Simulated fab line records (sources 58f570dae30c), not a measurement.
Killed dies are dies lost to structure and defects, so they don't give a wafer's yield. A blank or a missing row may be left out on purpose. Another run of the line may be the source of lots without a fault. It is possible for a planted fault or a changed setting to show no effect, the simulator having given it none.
fab line records | flow berkeleyCmos170
[record] lots = 7 wafers = 21 lastDay = 12
route steps=331 shown SACOX@97 SCREENOX@100 NVT@104
lots with no fault: from the same line, run without faults
startH: start of the lot's first displayed wafer, in hours after the record's first day | waitH: time in hours since the lot's previous step | " same as the row above | L1.1+2: a row that stands for several wafers | - no value present, or no start provided | * or withheld: withheld | < > ~ a bound
route shown NAME@n: names a module that has steps shown in the file, with the first one's number in the route | usual: average and standard deviation across the fault-free wafers | same: alike in all rows | chamber/n: place in a boat | sites: readings site by site | _std_site: how widely they spread, as a standard deviation | _edge_site: mean of outer sites minus mean of inner sites | radiusMm: how far each site lies from the wafer's centre | mask NAME#n: copy n | behind: the tool/chamber that last shaped the wafer | hold: why the lot went on hold/how many hours it stayed there/how the hold came to an end | device: the transistor (n, p or np) that didn't switch | end of line: tests run on the same wafers once the route is complete | a step without rows: its recipe alone | killed: not the wafer's yield, but the dies lost to structure and defects at the first sort | map: shows each die of a wafer: x if killed, . if not, _ if none is there
set.NAME: setting as actually run; set.NAME@STEP: the setting as run at that earlier step | model.NAME: the simulator's own value behind a step, which no gauge read
certain route steps with their lots: each step a table, each wafer a row
[[steps]]
[step UCB170_SACOX_CLEAN_00]
[recipe] chemistry = dHF dilution = 25:1 timeS = 7.5
[step UCB170_SACOX_OXIDATION_01]
[recipe] tempC = 900 ambient = O2 targetThkA = 144 oxTimeS = 2400
[step UCB170_SACOX_THK_MEAS_02]
[recipe] reads = SiO2_of_SACOX_OXIDATION_01
[usual] SACOX_OXIDE_THK = 14.24/0.24
// columns lot.wafer tool chamber startH waitH SACOX_OXIDE_THK[nm]
L241.1 filmMetro-04 - 117.74 0.1 14.65
L241.2 " - " " 14.41
L241.5 " - " " 14.83
L248.1 filmMetro-04 - 150.35 0.0 14.37
L248.2 " - " " 14.38
L248.6 " - " " 14.16
L249.1 filmMetro-02 - 150.38 0.0 14.21
L249.4 " - " " 14.38
L249.6 " - " " 14.07
L250.2 filmMetro-01 - 167.55 0.0 14.24
L250.4 " - " " 13.98
L250.6 " - " " 14.21
L254.2 filmMetro-04 - 176.28 0.0 14.30
L254.3 " - " " 14.10
L254.6 " - " " 14.41
L253.4 filmMetro-02 - 176.30 0.0 14.29
L253.5 " - " " 14.52
L253.6 " - " " 14.58
L261.1 filmMetro-01 - 201.02 0.0 14.36
L261.3 " - " " 14.30
L261.6 " - " " 14.26
[step UCB170_SCREENOX_WET_ETCH_00]
[recipe] chemistry = dHF dilution = 25:1 target = SiO2 tempC = 25 timeS = 200
[step UCB170_SCREENOX_OXIDATION_01]
[recipe] tempC = 900 ambient = O2 targetThkA = 144 oxTimeS = 2400
[step UCB170_SCREENOX_THK_MEAS_02]
[recipe] reads = SiO2_of_SCREENOX_OXIDATION_01
[usual] SCREENOX_OXIDE_THK = 14.18/0.3
// columns lot.wafer tool chamber startH waitH SCREENOX_OXIDE_THK[nm]
L241.1 filmMetro-04 - 122.72 0.1 14.27
L241.2 " - " " 14.35
L241.5 " - " " 14.43
L248.1 filmMetro-04 - 153.99 0.0 13.92
L248.2 " - " " 13.98
L248.6 " - " " 13.82
L249.1 filmMetro-04 - 154.05 0.1 13.98
L249.4 " - " " 14.27
L249.6 " - " " 13.93
L250.2 filmMetro-02 - 170.68 0.0 14.16
L250.4 " - " " 14.34
L250.6 " - " " 14.39
L254.2 filmMetro-02 - 180.55 0.0 14.32
L254.3 " - " " 14.55
L254.6 " - " " 14.44
L253.4 filmMetro-04 - 180.63 0.1 14.73
L253.5 " - " " 14.61
L253.6 " - " " 14.44
L261.1 filmMetro-04 - 207.46 0.0 13.67
L261.3 " - " " 13.88
L261.6 " - " " 13.90
[step UCB170_SCREENOX_ANNEAL_03]
[recipe] tempC = 900 timeS = 900 ambient = N2
[step UCB170_NVT_HMDS_00]
[recipe] primeTimeS = 60 primeTempC = 100
[step UCB170_NVT_COAT_01]
[recipe] resist = KrF spinRpm = 1500 resistThkNm = 900
[step UCB170_NVT_SOFTBAKE_02]
[recipe] resist = KrF tempC = 130 timeS = 60
[step UCB170_NVT_EXPOSE_03]
[recipe] maskId = PWELL targetCdNm = 3000 na = 0.5 sigmaOuter = 0.6 sourceShape = conventional doseMj = 30
[step UCB170_NVT_PEB_04]
[recipe] pebTempC = 130 pebTimeS = withheld resist = KrF
[step UCB170_NVT_DEVELOP_05]
[recipe] developer = TMAH developTimeS = 45 resist = KrF devTempC = 21
[usual] chillPlateTempC = 22.99/0.11 developTimeS = 45/0 exhaustPa = 45.3/0.96
// columns lot.wafer tool chamber startH waitH chillPlateTempC developTimeS exhaustPa model.KrF_of_NVT_COAT_01.thkNm
L241.1 lithoTrack-02 0 125 - 23.02 45 45.2 887.5
L241.2 " 0 " " 22.95 45 45.6 887.7
L241.5 " 0 126 - 23.17 45 44.6 893.2
L248.1 lithoTrack-03 - 160 - - - - 896.6
L248.2 " - " " - - - 899.3
L248.6 " - " " - - - 898
L249.1 lithoTrack-01 - 160 - - - - 899.4
L249.4 " - " " - - - 898.5
L249.6 " - " " - - - 902.2
L250.2 lithoTrack-01 - 175 - - - - 902
L250.4 " - " " - - - 901.9
L250.6 " - " " - - - 900.1
L254.2 lithoTrack-02 0 186 - 22.96 45 45.9 883.6
L254.3 " 0 " " 22.92 45 46.2 882.9
L254.6 " 0 " " 22.99 45 46.5 881.7
L253.4 lithoTrack-03 0 186 - 23.28 45 45.0 881.1
L253.5 " 0 " " 23.09 45 45.0 883.3
L253.6 " 0 " " 23.13 45 43.5 881.2
L261.1 lithoTrack-02 0 215 - 22.89 45 45.8 883.1
L261.3 " 0 " " 22.87 45 45.3 883.6
L261.6 " 0 " " 22.93 45 44.1 886
[step UCB170_NVT_OVL_MEAS_06]
[usual] NVT_OVL = 1/5.8
// columns lot.wafer tool chamber startH waitH NVT_OVL[nm]
L241.1 overlay-01 - 126.06 - -3
L241.2 " - " " 2
L241.5 " - " " -6
L248.1 overlay-02 - 160.35 - -
L248.2 " - " " -
L248.6 " - " " -
L249.1 overlay-01 - 160.55 - -
L249.4 " - " " -
L249.6 " - " " -
L250.2 overlay-02 - 175.52 - -
L250.4 " - " " -
L250.6 " - " " -
L254.2 overlay-01 - 186.35 - -4
L254.3 " - " " -9
L254.6 " - " " -3
L253.4 overlay-02 - 186.58 - -4
L253.5 " - " " 8
L253.6 " - " " -3
L261.1 overlay-02 - 215.58 - -1
L261.3 " - " " 0
L261.6 " - " " -9
[[key]]
[firstSign] step = UCB170_NVT_DEVELOP_05 reading = toolRecord direction = missing
effect none on later readings
[modelEffect] step = UCB170_NVT_DEVELOP_05 value = KrF_of_NVT_COAT_01.thkNm without = 885.6 struck = 899.8
metAt UCB170_NVT_DEVELOP_05
struckWafers L248.1,L248.2,L248.6,L249.1,L249.4,L249.6,L250.2,L250.4,L250.6
sortLeftOut L248.1,L248.2,L248.6,L249.1,L249.4,L249.6,L250.2,L250.4,L250.6
testerLeftOut L248,L249,L250
[fault] kind = skippedStepWhole tool = lithoTrack-01,lithoTrack-03 chamber = - onsetH = 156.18 steps = UCB170_NVT_DEVELOP_05 scope = struckLotsOnly
// testerLeftOut: of these lots the tester's yield and bins aren't shown, on N5 and GAA mostly nor the transistor test; their killed dies are dies lost to structure and defects alone, not to doping, threshold or leakage, so they don't give the yield
// sortLeftOut: the simulated sort isn't trusted on such a fault, so these wafers' sort isn't shown, and their yield isn't known
